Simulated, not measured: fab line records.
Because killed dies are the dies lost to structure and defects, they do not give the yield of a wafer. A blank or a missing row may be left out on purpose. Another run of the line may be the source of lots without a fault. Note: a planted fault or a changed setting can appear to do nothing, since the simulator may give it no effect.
fab line records ; flow ritCmos
record: lots: 5; wafers: 15; lastDay: 8
route steps=202 shown GATE@83 M1@202
lots untouched by any fault: they come from a run of this same line in which no faults occurred
startH: start of the lot's first displayed wafer, in hours after the record's first day ; waitH: hours elapsed since this lot's preceding step ; " unchanged from the row above ; L1.1+2: one row covering several wafers at once ; - no value present, or no start provided ; * or withheld: withheld ; < > ~ a bound
route shown NAME@n: NAME is a module with steps in the file, n the number in the route of the first one ; usual: mean/standard deviation of fault-free wafers ; same: alike in all rows ; chamber/n: place in a boat ; sites: the reading at each site ; _std_site: standard deviation across them ; _edge_site: inner sites' mean taken away from outer sites' mean ; radiusMm: how far each site lies from the wafer's centre ; mask NAME#n: copy n ; behind: the tool/chamber that last shaped the wafer ; hold: why the lot was held/for how many hours/how that ended ; device: the n, p or np transistor that did not switch ; end of line: tests of these same wafers at the route's end ; where a step has no rows: the recipe by itself ; killed: not the wafer's yield, but the dies lost to structure and defects at the first sort ; map: shows each die of a wafer: x if killed, . if not, _ if none is there
set.NAME: the setting the step ran with; set.NAME@STEP: the setting that earlier step ran with ; model.NAME: the simulator's own value behind a step, which no gauge read
lots at selected steps of the route; one table per step, one row per wafer
services: when a tool's chamber went out of use (startH, in hours from the record's first day, below 0 if earlier), for how many hours, and the reason
== steps ==
step: RIT_GATE_THK_MEAS_07
recipe: reads: SiO2_of_GATE_OXIDATION_05
usual: GATE_OXIDE_THK: 3.00/0.072
lot.wafer;tool;chamber;startH;waitH;GATE_OXIDE_THK[nm]
L357.3;filmMetro-03;-;71.80;0.0;3.03
L357.5;filmMetro-03;-;71.80;0.0;2.97
L357.6;filmMetro-03;-;71.80;0.0;2.98
L362.2;filmMetro-04;-;96.18;0.0;2.94
L362.4;filmMetro-04;-;96.18;0.0;2.86
L362.5;filmMetro-04;-;96.18;0.0;2.89
L363.2;filmMetro-03;-;99.97;0.0;2.92
L363.5;filmMetro-03;-;99.97;0.0;3.04
L363.6;filmMetro-03;-;99.97;0.0;2.93
L367.3;filmMetro-03;-;122.88;0.0;2.98
L367.4;filmMetro-03;-;122.88;0.0;2.97
L367.5;filmMetro-03;-;122.88;0.0;2.96
L374.4;filmMetro-02;-;157.83;0.0;3.14
L374.5;filmMetro-02;-;157.83;0.0;3.08
L374.6;filmMetro-02;-;157.83;0.0;3.12
step: RIT_GATE_CVD_08
recipe: material: poly-Si; targetThkNm: 250; tempC: 610; precursor: SiH4; timeS: 2220; pressureMtorr: 300; sih4FlowSccm: 100
step: RIT_GATE_THK_MEAS_09
recipe: reads: poly-Si_of_GATE_CVD_08
usual: GATE_POLY_THK: 248.5/2.4
lot.wafer;tool;chamber;startH;waitH;GATE_POLY_THK[nm]
L357.3;filmMetro-03;-;73.47;0.0;250.3
L357.5;filmMetro-03;-;73.47;0.0;253.0
L357.6;filmMetro-03;-;73.47;0.0;251.1
L362.2;filmMetro-03;-;98.66;0.0;251.5
L362.4;filmMetro-03;-;98.66;0.0;251.1
L362.5;filmMetro-03;-;98.66;0.0;251.3
L363.2;filmMetro-02;-;101.73;0.0;249.1
L363.5;filmMetro-02;-;101.73;0.0;248.7
L363.6;filmMetro-02;-;101.73;0.0;248.6
L367.3;filmMetro-03;-;126.53;0.0;247.1
L367.4;filmMetro-03;-;126.53;0.0;249.9
L367.5;filmMetro-03;-;126.53;0.0;249.0
L374.4;filmMetro-03;-;160.29;0.0;247.7
L374.5;filmMetro-03;-;160.29;0.0;246.7
L374.6;filmMetro-03;-;160.29;0.0;248.4
step: RIT_GATE_HMDS_10
recipe: primeTimeS: 60; primeTempC: 140
step: RIT_GATE_COAT_11
recipe: resist: NOVOLAK; spinRpm: 4250; resistThkNm: 850
step: RIT_GATE_SOFTBAKE_12
recipe: resist: NOVOLAK; tempC: 90; timeS: 60
step: RIT_GATE_EXPOSE_13
recipe: maskId: M6; na: 0.6; sourceShape: conventional; sigmaOuter: 0.6; targetCdNm: 150; doseMj: 380
step: RIT_GATE_PEB_14
recipe: resist: NOVOLAK; tempC: withheld; timeS: withheld
step: RIT_GATE_DEVELOP_15
recipe: resist: NOVOLAK; developTimeS: 50; devTempC: 23
step: RIT_GATE_CD_MEAS_16
recipe: targetCdNm: 150
usual: cdNm: 151/3.1
lot.wafer;tool;chamber;startH;waitH;cdNm
L357.3;cdSem-02;-;74.48;-;157
L357.5;cdSem-02;-;74.48;-;155
L357.6;cdSem-02;-;74.48;-;154
L362.2;cdSem-02;-;99.80;-;150
L362.4;cdSem-02;-;99.80;-;150
L362.5;cdSem-02;-;99.80;-;147
L363.2;cdSem-01;-;102.78;-;146
L363.5;cdSem-01;-;102.78;-;150
L363.6;cdSem-01;-;102.78;-;147
L367.3;cdSem-02;-;127.47;-;153
L367.4;cdSem-02;-;127.47;-;152
L367.5;cdSem-02;-;127.47;-;153
L374.4;cdSem-01;-;161.39;-;146
L374.5;cdSem-01;-;161.39;-;149
L374.6;cdSem-01;-;161.39;-;146
step: RIT_GATE_OVL_MEAS_17
usual: GATE_OVL: 1.3/1.4
lot.wafer;tool;chamber;startH;waitH;GATE_OVL[nm]
L357.3;overlay-01;-;74.57;0.1;-1.6
L357.5;overlay-01;-;74.57;0.1;-1.5
L357.6;overlay-01;-;74.57;0.1;-3.3
L362.2;overlay-02;-;99.90;0.1;2.4
L362.4;overlay-02;-;99.90;0.1;1.9
L362.5;overlay-02;-;99.90;0.1;0.3
L363.2;overlay-02;-;102.89;0.1;-0.5
L363.5;overlay-02;-;102.89;0.1;2.1
L363.6;overlay-02;-;102.89;0.1;1.5
L367.3;overlay-02;-;127.57;0.1;2.2
L367.4;overlay-02;-;127.57;0.1;1.4
L367.5;overlay-02;-;127.57;0.1;1.1
L374.4;overlay-02;-;161.47;0.1;1.6
L374.5;overlay-02;-;161.47;0.1;0.9
L374.6;overlay-02;-;161.47;0.1;-0.1
step: RIT_GATE_HARDBAKE_18
recipe: resist: NOVOLAK; tempC: 140; timeS: 60
step: RIT_GATE_ETCH_19
recipe: chemistry: SF6/CHF3/O2; timeS: 165; SF6_flow_sccm: 30; CHF3_flow_sccm: 30; O2_flow_sccm: 5; target: poly-Si; pressureMtorr: 40; rfW: 160; targetDepthA: 3125; overEtchFrac: 0.25; stopOn: SiO2
usual: O2_flow_sccm: 4.999/0.016; drypumpMotorCurrentA: 6.0/0.41; oesProductAu: 0.838/0.014; throttleValvePct: 10.20/0.18
lot.wafer;tool;chamber;startH;waitH;O2_flow_sccm;drypumpMotorCurrentA;oesProductAu;rfHoursCounterH;throttleValvePct;model.NOVOLAK_of_GATE_COAT_11.thkNm
L357.3;rieSi-01;1;74.75;0.1;5.010;5.3;0.824;114;10.32;669.4
L357.5;rieSi-01;0;74.75;0.1;5.039;5.7;0.834;-;10.51;672.2
L357.6;rieSi-01;3;74.75;0.1;4.974;6.5;0.834;-;10.35;669.2
L362.2;rieSi-02;1;100.08;0.1;5.007;6.4;0.837;103;10.21;671.9
L362.4;rieSi-02;2;100.08;0.1;4.983;6.1;0.848;114;10.30;635.3
L362.5;rieSi-02;3;100.08;0.1;4.979;6.3;0.842;-;10.03;667.4
L363.2;rieSi-01;0;103.07;0.1;4.988;5.7;0.825;16;10.51;673.5
L363.5;rieSi-01;0;103.07;0.1;5.005;5.7;0.822;-;10.52;670.6
L363.6;rieSi-01;2;103.07;0.1;5.011;5.9;0.871;-;9.97;673.5
L367.3;rieSi-01;3;127.74;0.1;4.998;6.5;0.842;0;10.34;667.4
L367.4;rieSi-01;1;127.74;0.1;5.007;5.3;0.828;115;10.33;669
L367.5;rieSi-01;1;127.74;0.1;5.024;5.3;0.823;-;10.34;667.6
L374.4;rieSi-02;3;161.75;0.1;4.963;6.3;0.846;-;10.04;670.5
L374.5;rieSi-02;1;161.75;0.1;5.008;6.4;0.835;-;10.21;670
L374.6;rieSi-02;0;161.75;0.1;5.007;5.6;0.820;-;10.03;669.9
step: RIT_GATE_STRIP_20
recipe: chemistry: O2; timeS: 180; resist: NOVOLAK; platenTempC: withheld; powerW: 500; pressureMtorr: 4000; o2FlowSccm: 4000
usual: drypumpMotorCurrentA: 5.6/0.37
lot.wafer;tool;chamber;startH;waitH;drypumpMotorCurrentA;rfHoursCounterH
L357.3;plasmaAsher-02;1;74.91;0.1;5.2;-
L357.5;plasmaAsher-02;1;74.91;0.1;5.3;-
L357.6;plasmaAsher-02;0;74.91;0.1;6.1;-
L362.2;plasmaAsher-01;0;100.19;0.1;5.4;29
L362.4;plasmaAsher-01;0;100.19;0.1;5.4;-
L362.5;plasmaAsher-01;0;100.19;0.1;5.4;-
L363.2;plasmaAsher-01;0;103.17;0.1;5.4;30
L363.5;plasmaAsher-01;0;103.17;0.1;5.4;-
L363.6;plasmaAsher-01;1;103.17;0.1;5.5;-
L367.3;plasmaAsher-04;0;127.91;0.1;5.9;-
L367.4;plasmaAsher-04;1;127.91;0.1;5.0;-
L367.5;plasmaAsher-04;1;127.91;0.1;5.0;-
L374.4;plasmaAsher-02;1;161.86;0.1;5.3;-
L374.5;plasmaAsher-02;0;161.86;0.1;6.1;-
L374.6;plasmaAsher-02;1;161.86;0.1;5.2;-
step: RIT_M1_PROBE_99
usual: killedAtContacts: 0.1/0.27; killedAtFrontEnd: 6.5/2.8; killedDies: 6.6/2.8; killedOpen: 3.5/2; killedShort: 3.2/1.8
same: grossDies: 264; killed_at_M0_to_M3: 0; killed_at_M4_up: 0; killedAtBackSide: 0; killedAtOther: 0
lot.wafer;tool;chamber;startH;waitH;killedAtContacts;killedAtFrontEnd;killedDies;killedOpen;killedShort;model.etest.pmosTurned.rOnOhmUm;model.etest.pmos_0p3.rOnOhmUm;model.etest.pmos_0p15.rOnOhmUm;model.etest.nmos_0p15.rOnOhmUm;model.etest.nmos_0p3.rOnOhmUm;model.etest.pmos_0p15.driveUaUm;model.etest.pwellPinched.rsOhmSq;model.etest.pmosTurned.driveUaUm
L357.3;prober-02;-;95.97;0.2;0;5;5;4;1;3400;6141;2802;1178;2180;252.5;448.8;195.5
L357.5;prober-02;-;96.07;0.2;0;3;3;1;2;3389;6163;2776;1167;2172;253.7;460.4;193.1
L357.6;prober-02;-;96.12;0.2;0;1;1;0;1;3394;6168;2766;1139;2145;254.7;454.6;193.8
L362.2;prober-01;-;121.15;0.1;0;3;3;1;2;3281;6092;2657;1106;2122;268.6;466.2;206.1
L362.4;prober-01;-;121.25;0.2;0;10;10;7;3;2966;5802;2439;1169;2168;308.4;502.2;236
L362.5;prober-01;-;121.30;0.2;0;10;10;8;2;3220;6044;2600;1082;2115;273.2;456;205.9
L363.2;prober-02;-;123.32;0.1;0;9;9;5;4;3372;6146;2683;1111;2158;264.4;464.4;192.9
L363.5;prober-02;-;123.47;0.2;0;6;6;3;3;3500;6332;2823;1153;2184;252.3;469.1;187
L363.6;prober-02;-;123.52;0.2;0;12;12;6;6;3333;6205;2691;1113;2148;263.4;462.4;193.5
L367.3;prober-01;-;149.26;0.2;0;6;6;4;2;3600;6309;2884;1142;2159;244;456.7;177.4
L367.4;prober-01;-;149.31;0.2;0;7;7;3;4;3692;6505;2932;1149;2190;238.5;453.3;173.2
L367.5;prober-01;-;149.36;0.2;0;13;13;9;4;3637;6336;2872;1115;2137;242.5;447.4;176.3
L374.4;prober-02;-;181.54;0.2;0;8;8;5;3;3372;6381;2713;1167;2241;259.1;453.8;190.8
L374.5;prober-02;-;181.59;0.2;1;4;5;2;3;3337;6289;2719;1152;2207;258.4;454.4;194.1
L374.6;prober-02;-;181.64;0.2;0;6;6;5;1;3270;6295;2640;1138;2195;266.3;453.1;197.5
killed by level:class
L357.3 GATE:geometricParticle:open=2 SPACER:geometricParticle:open=2 SPACER:geometricParticle:short=1
L357.5 GATE:geometricParticle:short=2 SILICIDE:geometricParticle:open=1
L357.6 GATE:geometricParticle:short=1
L362.2 FOX1:geometricParticle:open=1 GATE:geometricParticle:short=1 REOX:geometricParticle:short=1
L362.4 GATE:geometricParticle:short=3 GATE:geometricParticle:open=3 FOX2:geometricParticle:open=1 REOX:geometricParticle:open=1 SPACER:geometricParticle:open=1 SILICIDE:geometricParticle:open=1
L362.5 REOX:geometricParticle:open=3 GATE:geometricParticle:open=2 ACTIVE:geometricParticle:short=1 FOX1:geometricParticle:short=1 FOX1:geometricParticle:open=1 SPACER:geometricParticle:open=1 SILICIDE:geometricParticle:open=1
L363.2 FOX2:geometricParticle:short=3 FOX2:geometricParticle:open=1 GATE:geometricParticle:open=1 REOX:geometricParticle:open=1 REOX:geometricParticle:short=1 SPACER:geometricParticle:open=1 SILICIDE:geometricParticle:open=1
L363.5 SPACER:geometricParticle:open=3 GATE:geometricParticle:short=1 REOX:geometricParticle:short=1 SPACER:geometricParticle:short=1
L363.6 SILICIDE:geometricParticle:open=5 SILICIDE:geometricParticle:short=3 FOX1:geometricParticle:short=1 FOX2:geometricParticle:short=1 GATE:geometricParticle:short=1 SPACER:geometricParticle:open=1
L367.3 GATE:geometricParticle:open=2 REOX:geometricParticle:open=2 REOX:geometricParticle:short=1 SPACER:geometricParticle:short=1
L367.4 GATE:geometricParticle:short=4 GATE:geometricParticle:open=2 SILICIDE:geometricParticle:open=1
L367.5 FOX2:geometricParticle:open=2 GATE:geometricParticle:open=2 REOX:geometricParticle:open=2 SPACER:geometricParticle:open=2 FOX1:geometricParticle:open=1 FOX2:geometricParticle:short=1 GATE:geometricParticle:short=1 SPACER:geometricParticle:short=1
L374.4 SPACER:geometricParticle:open=3 GATE:geometricParticle:short=2 GATE:geometricParticle:open=1 SPACER:geometricParticle:short=1 SILICIDE:geometricParticle:open=1
L374.5 GATE:geometricParticle:open=1 GATE:geometricParticle:short=1 REOX:geometricParticle:short=1 SPACER:geometricParticle:short=1 CONTACT:geometricParticle:open=1
L374.6 GATE:geometricParticle:open=3 SPACER:geometricParticle:open=1 SPACER:geometricParticle:short=1 SILICIDE:geometricParticle:open=1
== services ==
tool;chamber;startH;hours;kind
rieSi-02;-;88.55;1.3;repair
rieSi-02;0;95.80;2.2;repair
rieSi-01;3;102.43;-;clean
rieSi-01;3;102.43;20.4;scheduledDown
rieSi-01;3;102.43;20.4;ventCycle
plasmaAsher-02;-;105.30;1.3;repair
plasmaAsher-04;-;108.75;9.0;pm
plasmaAsher-04;0;108.75;9.0;ventCycle
plasmaAsher-04;1;108.75;9.0;ventCycle
plasmaAsher-04;0;117.75;-;clean
plasmaAsher-04;1;117.75;-;clean
rieSi-02;2;158.88;5.2;repair
== key ==
firstSign none at tools or gauges
modelEffect: step: RIT_GATE_ETCH_19; value: NOVOLAK_of_GATE_COAT_11.thkNm; without: 670.3; struck: 635.3
modelEffect: step: RIT_M1_PROBE_99; value: etest.pmosTurned.rOnOhmUm; without: 3321; struck: 2966
metAt RIT_GATE_ETCH_19
struckWafers L362.4
testerLeftOut L362
fault: kind: processParameterDrift; tool: rieSi-02; chamber: 2; onsetH: 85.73; steps: RIT_GATE_ETCH_19; channel: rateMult; offset: 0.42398; shape: step; endH: 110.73
testerLeftOut: of these lots the tester's yield and bins aren't shown, on N5 and GAA mostly nor the transistor test; their killed dies are dies lost to structure and defects alone, not to doping, threshold or leakage, so they don't give the yield
